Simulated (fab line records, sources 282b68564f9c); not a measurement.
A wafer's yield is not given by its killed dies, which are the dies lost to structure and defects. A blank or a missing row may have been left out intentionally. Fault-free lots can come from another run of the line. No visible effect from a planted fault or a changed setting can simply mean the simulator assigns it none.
Which tool was responsible? / flow rit cmos / 45 wafers from 15 lots sampled at 4 of the route's 202 steps

WHAT THE GAUGES SHOWED, per wafer
RIT_FOX2_THK_MEAS_01. Usual: FOX2_OXIDE_THK gives 352 nm (standard deviation 5.9).
lot=L937; measured=day 1 18:49; on=film metro-01; FOX2_OXIDE_THK (nm)=354 352 358; flag=
lot=L939; measured=day 2 04:35; on=film metro-03; FOX2_OXIDE_THK (nm)=352 355 354; flag=
lot=L943; measured=day 3 01:38; on=film metro-03; FOX2_OXIDE_THK (nm)=351 347 347; flag=
lot=L944; measured=day 3 05:44; on=film metro-03; FOX2_OXIDE_THK (nm)=346 347 349; flag=
lot=L946; measured=day 3 16:17; on=film metro-01; FOX2_OXIDE_THK (nm)=361 355 359; flag=
lot=L947; measured=day 3 20:28; on=film metro-03; FOX2_OXIDE_THK (nm)=228 218 224; flag=OFF
lot=L948; measured=day 4 02:11; on=film metro-03; FOX2_OXIDE_THK (nm)=352 345 347; flag=
lot=L949; measured=day 4 06:19; on=film metro-03; FOX2_OXIDE_THK (nm)=212 210 218; flag=OFF
lot=L950; measured=day 4 12:14; on=film metro-03; FOX2_OXIDE_THK (nm)=209 211 215; flag=OFF
lot=L954; measured=day 5 07:22; on=film metro-01; FOX2_OXIDE_THK (nm)=338 343 343; flag=
lot=L956; measured=day 5 18:13; on=film metro-03; FOX2_OXIDE_THK (nm)=351 350 350; flag=
lot=L957; measured=day 5 23:10; on=film metro-03; FOX2_OXIDE_THK (nm)=352 343 354; flag=
lot=L958; measured=day 6 03:20; on=film metro-03; FOX2_OXIDE_THK (nm)=364 365 364; flag=
lot=L959; measured=day 6 08:22; on=film metro-04; FOX2_OXIDE_THK (nm)=345 344 345; flag=
lot=L960; measured=day 6 14:46; on=film metro-03; FOX2_OXIDE_THK (nm)=353 348 347; flag=

RIT_FOX2_THK_MEAS_90. Usual: FIELD_OXIDE_LEFT_1_THK gives 324 nm (standard deviation 5.8).
lot=L937; measured=day 1 19:41; on=film metro-03; FIELD_OXIDE_LEFT_1_THK (nm)=326 325 330; flag=
lot=L939; measured=day 2 06:13; on=film metro-03; FIELD_OXIDE_LEFT_1_THK (nm)=325 328 327; flag=
lot=L943; measured=day 3 02:31; on=film metro-04; FIELD_OXIDE_LEFT_1_THK (nm)=324 319 319; flag=
lot=L944; measured=day 3 06:37; on=film metro-03; FIELD_OXIDE_LEFT_1_THK (nm)=319 320 322; flag=
lot=L946; measured=day 3 17:10; on=film metro-03; FIELD_OXIDE_LEFT_1_THK (nm)=333 328 332; flag=
lot=L947; measured=day 3 21:25; on=film metro-03; FIELD_OXIDE_LEFT_1_THK (nm)=200 191 197; flag=OFF
lot=L948; measured=day 4 03:04; on=film metro-03; FIELD_OXIDE_LEFT_1_THK (nm)=325 318 321; flag=
lot=L949; measured=day 4 07:16; on=film metro-04; FIELD_OXIDE_LEFT_1_THK (nm)=185 183 191; flag=OFF
lot=L950; measured=day 4 13:16; on=film metro-03; FIELD_OXIDE_LEFT_1_THK (nm)=182 184 188; flag=OFF
lot=L954; measured=day 5 08:15; on=film metro-03; FIELD_OXIDE_LEFT_1_THK (nm)=311 316 316; flag=
lot=L956; measured=day 5 19:06; on=film metro-03; FIELD_OXIDE_LEFT_1_THK (nm)=323 322 323; flag=
lot=L957; measured=day 6 00:07; on=film metro-03; FIELD_OXIDE_LEFT_1_THK (nm)=324 316 327; flag=
lot=L958; measured=day 6 04:59; on=film metro-04; FIELD_OXIDE_LEFT_1_THK (nm)=336 338 336; flag=
lot=L959; measured=day 6 09:18; on=film metro-03; FIELD_OXIDE_LEFT_1_THK (nm)=317 316 318; flag=
lot=L960; measured=day 6 15:39; on=film metro-01; FIELD_OXIDE_LEFT_1_THK (nm)=326 320 320; flag=

RIT_FOX2_THK_MEAS_91. Usual: FIELD_OXIDE_LEFT_2_THK gives 256 nm (standard deviation 5.9).
lot=L937; measured=day 2 08:53; on=film metro-03; FIELD_OXIDE_LEFT_2_THK (nm)=258 256 261; flag=
lot=L939; measured=day 2 19:09; on=film metro-04; FIELD_OXIDE_LEFT_2_THK (nm)=256 259 258; flag=
lot=L943; measured=day 3 14:49; on=film metro-04; FIELD_OXIDE_LEFT_2_THK (nm)=255 251 251; flag=
lot=L944; measured=day 3 19:14; on=film metro-04; FIELD_OXIDE_LEFT_2_THK (nm)=250 251 253; flag=
lot=L946; measured=day 4 05:27; on=film metro-03; FIELD_OXIDE_LEFT_2_THK (nm)=265 259 263; flag=
lot=L947; measured=day 4 09:43; on=film metro-04; FIELD_OXIDE_LEFT_2_THK (nm)=133 123 130; flag=OFF
lot=L948; measured=day 4 15:35; on=film metro-03; FIELD_OXIDE_LEFT_2_THK (nm)=256 250 252; flag=
lot=L949; measured=day 4 19:49; on=film metro-04; FIELD_OXIDE_LEFT_2_THK (nm)=118 116 124; flag=OFF
lot=L950; measured=day 5 01:25; on=film metro-03; FIELD_OXIDE_LEFT_2_THK (nm)=114 116 120; flag=OFF
lot=L954; measured=day 5 20:43; on=film metro-03; FIELD_OXIDE_LEFT_2_THK (nm)=243 248 248; flag=
lot=L956; measured=day 6 07:40; on=film metro-04; FIELD_OXIDE_LEFT_2_THK (nm)=256 255 255; flag=
lot=L957; measured=day 6 12:38; on=film metro-04; FIELD_OXIDE_LEFT_2_THK (nm)=257 248 259; flag=
lot=L958; measured=day 6 17:13; on=film metro-01; FIELD_OXIDE_LEFT_2_THK (nm)=269 270 268; flag=
lot=L959; measured=day 6 21:52; on=film metro-03; FIELD_OXIDE_LEFT_2_THK (nm)=249 249 250; flag=
lot=L960; measured=day 7 04:25; on=film metro-04; FIELD_OXIDE_LEFT_2_THK (nm)=258 252 252; flag=

TOOL THAT RAN EACH LOT (tool first, then ch and the chambers of the sampled wafers, then the start)
lot=L937; RIT_FOX2_OXIDATION_00=furnace-01 ch 0, day 1 17:30
lot=L939; RIT_FOX2_OXIDATION_00=furnace-04 ch 0, day 2 03:15
lot=L943; RIT_FOX2_OXIDATION_00=furnace-02 ch 0, day 3 00:19
lot=L944; RIT_FOX2_OXIDATION_00=furnace-04 ch 0, day 3 04:25
lot=L946; RIT_FOX2_OXIDATION_00=furnace-04 ch 0, day 3 14:58
lot=L947; RIT_FOX2_OXIDATION_00=furnace-04 ch 0, day 3 19:09
lot=L948; RIT_FOX2_OXIDATION_00=furnace-02 ch 0, day 4 00:53
lot=L949; RIT_FOX2_OXIDATION_00=furnace-04 ch 0, day 4 05:00
lot=L950; RIT_FOX2_OXIDATION_00=furnace-04 ch 0, day 4 10:55
lot=L954; RIT_FOX2_OXIDATION_00=furnace-01 ch 0, day 5 06:04
lot=L956; RIT_FOX2_OXIDATION_00=furnace-02 ch 0, day 5 16:55
lot=L957; RIT_FOX2_OXIDATION_00=furnace-02 ch 0, day 5 21:51
lot=L958; RIT_FOX2_OXIDATION_00=furnace-01 ch 0, day 6 02:02
lot=L959; RIT_FOX2_OXIDATION_00=furnace-02 ch 0, day 6 07:03
lot=L960; RIT_FOX2_OXIDATION_00=furnace-02 ch 0, day 6 13:27
- RIT_FOX2_OXIDATION_00: target thk 350.7 nm, ox time 1130 s.

AS READ BY THE TOOLS THEMSELVES (means over the sampled wafers that have a number; for cases with no such wafer, the mark the record gives instead)
The record holds no such reading with a usual standard deviation.

THE ANSWER, worked out from the rows above alone
Rule: take the mean of a lot's wafers that have a number; if it is more than 3 standard deviations from the usual mean, the lot is off. A lot without any number at a reading at which 4 lots or more have one is off too. All remaining lots with rows at the step are treated as sound. The gauges are gone through in route order, then the tools' own readings, and for those a lot's mean is taken as printed above. The first step at which some lot is off is used, and at that step the reading that is off furthest; a lot without a number counts as furthest.
Off: L947, L949, L950, seen at RIT_FOX2_THK_MEAS_01 (FOX2_OXIDE_THK).
If a tool, at a process step before that reading, ran all the lots that are off and no sound lot after the first of them, it fits. Gauges at RIT_FOX2_THK_MEAS_01: tried the same way as those tools. One fits: furnace-04 at RIT_FOX2_OXIDATION_00. Its last sound lot is L946 (day 3 14:58), its first lot that is off L947 (day 3 19:09): a fault that began between those two fits.

WHAT THE SIMULATOR HAD PUT IN
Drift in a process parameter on furnace-04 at RIT_FOX2_OXIDATION_00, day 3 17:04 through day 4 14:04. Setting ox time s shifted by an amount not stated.
Lots struck among those shown: L947, L949, L950. Same finding as the rule above.
